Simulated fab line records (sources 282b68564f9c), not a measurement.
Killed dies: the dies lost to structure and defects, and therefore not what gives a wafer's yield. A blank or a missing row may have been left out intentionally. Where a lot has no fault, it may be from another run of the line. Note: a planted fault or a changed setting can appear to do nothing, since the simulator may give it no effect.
A struck lot beside a sound one ; flow ritCmos ; 14 steps out of a route of 202
Sound: wafers L229.1, L229.3, L229.5. The struck wafers were L249.2, L249.4, L249.5. At the end, the cause is stated.
Per side, at each step with rows, come the tool, then ch with its chambers, and then its first start. Under that, the readings that differ: sound wafers ; struck wafers ; difference of the means ; sigmas: that difference in standard deviations of wafers without a fault.
alike: readings whose means differ by less than 2 such deviations, and words and numbers that are the same on both sides. not compared: withheld readings, readings that some wafer has no value for, bounds like >300 that may hide the same value, and numbers for which the record gives no deviation and whose values overlap.
The two part at a step that has a row with sigmas, a row that says differs or no value, or rows on one side only. Numbers that have no deviation but don't overlap get no sigmas and don't part them. A reading missing from all wafers of one side parts the sides only when that side holds two or more wafers.

first, 3 steps without rows for these wafers: RIT_SDANNEAL_CLEAN_00 (cleans in SC1, time 600 s); RIT_SDANNEAL_CLEAN_01 (cleans in dHF, time 30 s); RIT_SDANNEAL_CLEAN_02 (cleans in SC2, time 600 s).
RIT_SDANNEAL_RTA_03: time 5 s.
  sound on rtpAnneal-02 ch 0, day 3 02:43; struck on rtpAnneal-02 ch 0, day 7 04:34
  alike: annealTempCMax, chamberO2Ppm, rampUpCPerS, wafer_temp_C_max
RIT_SDANNEAL_RS_MEAS_04: the measuring method here is four-point-probe.
  sound on filmMetro-04, day 3 02:46; struck on filmMetro-02, day 7 04:37
  alike: PSD_RS
RIT_SDANNEAL_RS_MEAS_05: the measuring method here is four-point-probe.
  sound on filmMetro-04, day 3 02:53; struck on filmMetro-02, day 7 04:44
  alike: NSD_RS
RIT_SDANNEAL_RS_MEAS_06: the measuring method here is four-point-probe.
  sound on filmMetro-04, day 3 03:01; struck on filmMetro-02, day 7 04:52
  alike: PLDD_RS
RIT_SDANNEAL_RS_MEAS_07: the measuring method here is four-point-probe.
  sound on filmMetro-04, day 3 03:08; struck on filmMetro-02, day 7 04:59
  alike: NLDD_RS
then, 1 step without rows for these wafers: RIT_SILICIDE_WET_ETCH_00 (etches SiO2 in BOE, target depth 14 nm, time 15 s).
RIT_SILICIDE_SPUTTER_01: material Ti, target thk 30 nm, time 240 s.
  sound on pvdSputter-03, day 3 03:16; struck on pvdSputter-03, day 7 05:06
  alike: chamberPressurePa, throttleValvePct
RIT_SILICIDE_RS_MEAS_02: the measuring method here is four-point-probe.
  sound on filmMetro-03, day 3 03:25; struck on filmMetro-02, day 7 05:16
  alike: SILICIDE_TI_RS
RIT_SILICIDE_THK_MEAS_03: measures by xrf.
  sound on filmMetro-03, day 3 03:32; struck on filmMetro-02, day 7 05:23
  alike: SILICIDE_TI_THK
RIT_SILICIDE_RTA_04: time 10 s, ramp up 5 s, ramp down 5 s.
  sound on rtpAnneal-01 ch 0, day 3 03:36; struck on rtpAnneal-01, day 7 05:26
  no value came back on the struck wafers for annealTempCMax, chamberO2Ppm, wafer_temp_C_max; on the sound wafers annealTempCMax reads 652.5 652.1 652.6
then, 1 step without rows for these wafers: RIT_SILICIDE_WET_ETCH_05 (etches Ti in SPM, time 120 s).

WHERE THEY PART
Only at RIT_SILICIDE_RTA_04, within this record.

WHY: the cause the simulator had injected
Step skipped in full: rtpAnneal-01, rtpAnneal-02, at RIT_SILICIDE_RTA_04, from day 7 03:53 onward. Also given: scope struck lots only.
